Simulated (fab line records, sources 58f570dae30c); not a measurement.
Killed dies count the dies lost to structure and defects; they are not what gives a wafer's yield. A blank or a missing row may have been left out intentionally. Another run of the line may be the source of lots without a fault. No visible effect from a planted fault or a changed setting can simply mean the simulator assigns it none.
Split-lot study :: flow berkeley-cmos170 :: on a route of 331 steps: 5 lots, 23 wafers read

== THE SPLIT ==
At UCB170_NVT_IMPLANT_07, the setting energy-kev was moved away from the recipe's 50 on 9 of the 23 wafers read, by -3.2% to +5.1%. For the rest of the wafers, this setting stayed at what the recipe calls for.

The reading comes from the split's own step.

== THE READING ==
implant.drp-nm (the simulator's own value, which no gauge read), in nm, at UCB170_NVT_IMPLANT_07. No usual value for it is given in the file.

wafer: L075.1
tool, chamber at the split: implanter-04, 0
energy-kev as run: 50
against the recipe: recipe
implant.drp-nm, nm: 18.57
against lot-mates on the recipe: -

wafer: L075.3
tool, chamber at the split: implanter-04, 0
energy-kev as run: 50
against the recipe: recipe
implant.drp-nm, nm: 18.57
against lot-mates on the recipe: -

wafer: L075.2
tool, chamber at the split: implanter-04, 0
energy-kev as run: 52.55
against the recipe: +5.1%
implant.drp-nm, nm: 19.25
against lot-mates on the recipe: +0.68

wafer: L075.5
tool, chamber at the split: implanter-04, 0
energy-kev as run: 52.55
against the recipe: +5.1%
implant.drp-nm, nm: 19.25
against lot-mates on the recipe: +0.68

wafer: L075.6
tool, chamber at the split: implanter-04, 0
energy-kev as run: 52.55
against the recipe: +5.1%
implant.drp-nm, nm: 19.25
against lot-mates on the recipe: +0.68

wafer: L076.1
tool, chamber at the split: implanter-02, 0
energy-kev as run: 48.49
against the recipe: -3.0%
implant.drp-nm, nm: 18.17
against lot-mates on the recipe: -0.40

wafer: L076.2
tool, chamber at the split: implanter-02, 0
energy-kev as run: 48.49
against the recipe: -3.0%
implant.drp-nm, nm: 18.17
against lot-mates on the recipe: -0.40

wafer: L076.4
tool, chamber at the split: implanter-02, 0
energy-kev as run: 48.49
against the recipe: -3.0%
implant.drp-nm, nm: 18.17
against lot-mates on the recipe: -0.40

wafer: L076.3
tool, chamber at the split: implanter-02, 0
energy-kev as run: 50
against the recipe: recipe
implant.drp-nm, nm: 18.57
against lot-mates on the recipe: -

wafer: L076.5
tool, chamber at the split: implanter-02, 0
energy-kev as run: 50
against the recipe: recipe
implant.drp-nm, nm: 18.57
against lot-mates on the recipe: -

wafer: L077.1
tool, chamber at the split: implanter-04, 0
energy-kev as run: 50
against the recipe: recipe
implant.drp-nm, nm: 18.57
against lot-mates on the recipe: -

wafer: L077.2
tool, chamber at the split: implanter-04, 0
energy-kev as run: 50
against the recipe: recipe
implant.drp-nm, nm: 18.57
against lot-mates on the recipe: -

wafer: L077.3
tool, chamber at the split: implanter-04, 0
energy-kev as run: 50
against the recipe: recipe
implant.drp-nm, nm: 18.57
against lot-mates on the recipe: -

wafer: L082.2
tool, chamber at the split: implanter-02, 0
energy-kev as run: 50
against the recipe: recipe
implant.drp-nm, nm: 18.57
against lot-mates on the recipe: -

wafer: L082.5
tool, chamber at the split: implanter-02, 0
energy-kev as run: 50
against the recipe: recipe
implant.drp-nm, nm: 18.57
against lot-mates on the recipe: -

wafer: L082.3
tool, chamber at the split: implanter-02, 0
energy-kev as run: 48.42
against the recipe: -3.2%
implant.drp-nm, nm: 18.15
against lot-mates on the recipe: -0.42

wafer: L082.4
tool, chamber at the split: implanter-02, 0
energy-kev as run: 48.42
against the recipe: -3.2%
implant.drp-nm, nm: 18.15
against lot-mates on the recipe: -0.42

wafer: L082.6
tool, chamber at the split: implanter-02, 0
energy-kev as run: 48.42
against the recipe: -3.2%
implant.drp-nm, nm: 18.15
against lot-mates on the recipe: -0.42

wafer: L083.1
tool, chamber at the split: implanter-01, 0
energy-kev as run: 50
against the recipe: recipe
implant.drp-nm, nm: 18.57
against lot-mates on the recipe: -

wafer: L083.2
tool, chamber at the split: implanter-01, 0
energy-kev as run: 50
against the recipe: recipe
implant.drp-nm, nm: 18.57
against lot-mates on the recipe: -

wafer: L083.3
tool, chamber at the split: implanter-01, 0
energy-kev as run: 50
against the recipe: recipe
implant.drp-nm, nm: 18.57
against lot-mates on the recipe: -

wafer: L083.4
tool, chamber at the split: implanter-01, 0
energy-kev as run: 50
against the recipe: recipe
implant.drp-nm, nm: 18.57
against lot-mates on the recipe: -

wafer: L083.6
tool, chamber at the split: implanter-01, 0
energy-kev as run: 50
against the recipe: recipe
implant.drp-nm, nm: 18.57
against lot-mates on the recipe: -

THE FIT
A straight line over all 23 wafers: implant.drp-nm changes by +0.133 nm for each +1% of energy-kev; r = +1.00; the points scatter about the line by 0.00073 nm.
The same after taking each lot's own level away (the mean of its wafers on the recipe; 23 wafers): +0.133 nm for each +1%; r = +1.00; scatter 0.00073 nm.
The reading moves by 0.68 nm for the largest change in energy-kev, on that fit.
The lots' own levels span 18.570 to 18.570 nm.
The two slopes are in agreement: the lot-to-lot level therefore moves the slope only a little.
Check: for one of the wafers moved furthest among these (+5.1%), held out of the fit, the line's prediction against its lot-mates is +0.679 nm. It came out at +0.68 nm against them.

== OTHER SPLITS ON THESE WAFERS ==
These wafers also went through other splits before the reading. Each is held against what the fit with the lots' levels taken away leaves over:
other split on the same wafers: UCB170_ZERO_COAT_01 spin-rpm
wafers away from the commonest value: 7
r with implant.drp-nm (lot level and that fit taken away): -0.48

other split on the same wafers: UCB170_ZERO_EXPOSE_03 dose-mj
wafers away from the commonest value: 9
r with implant.drp-nm (lot level and that fit taken away): +0.37

other split on the same wafers: UCB170_NWELL_IMPLANT_14 energy-kev
wafers away from the commonest value: 9
r with implant.drp-nm (lot level and that fit taken away): +0.16

other split on the same wafers: UCB170_PWELL_COAT_08 resist-thk-nm
wafers away from the commonest value: 6
r with implant.drp-nm (lot level and that fit taken away): -0.26

other split on the same wafers: UCB170_PWELL_IMPLANT_15 dose-cm2
wafers away from the commonest value: 3
r with implant.drp-nm (lot level and that fit taken away): -0.27

other split on the same wafers: UCB170_ACTIVE_CVD_05 temp-c
wafers away from the commonest value: 15
r with implant.drp-nm (lot level and that fit taken away): -0.37

other split on the same wafers: UCB170_PFIELD_IMPLANT_07 dose-cm2
wafers away from the commonest value: 10
r with implant.drp-nm (lot level and that fit taken away): -0.23

other split on the same wafers: UCB170_SCREENOX_OXIDATION_01 ox-time-s
wafers away from the commonest value: 15
r with implant.drp-nm (lot level and that fit taken away): -0.13

== THE WHOLE CHAIN: every reading that the file lists as answering this split, in the file's order ==
step: UCB170_NVT_IMPLANT_07
what it does: 
reading: implant.rp-nm (the simulator's own value, which no gauge read)
change (the file's fit): +0.368 nm for each +1% of the setting
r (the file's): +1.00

step: UCB170_NVT_IMPLANT_07
what it does: 
reading: implant.drp-nm (the simulator's own value, which no gauge read)
change (the file's fit): +0.134 nm for each +1% of the setting
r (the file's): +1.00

== THE FILE'S OWN FIT ==
implant.drp-nm changes by +0.134 nm for each +1% of energy-kev, r = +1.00.
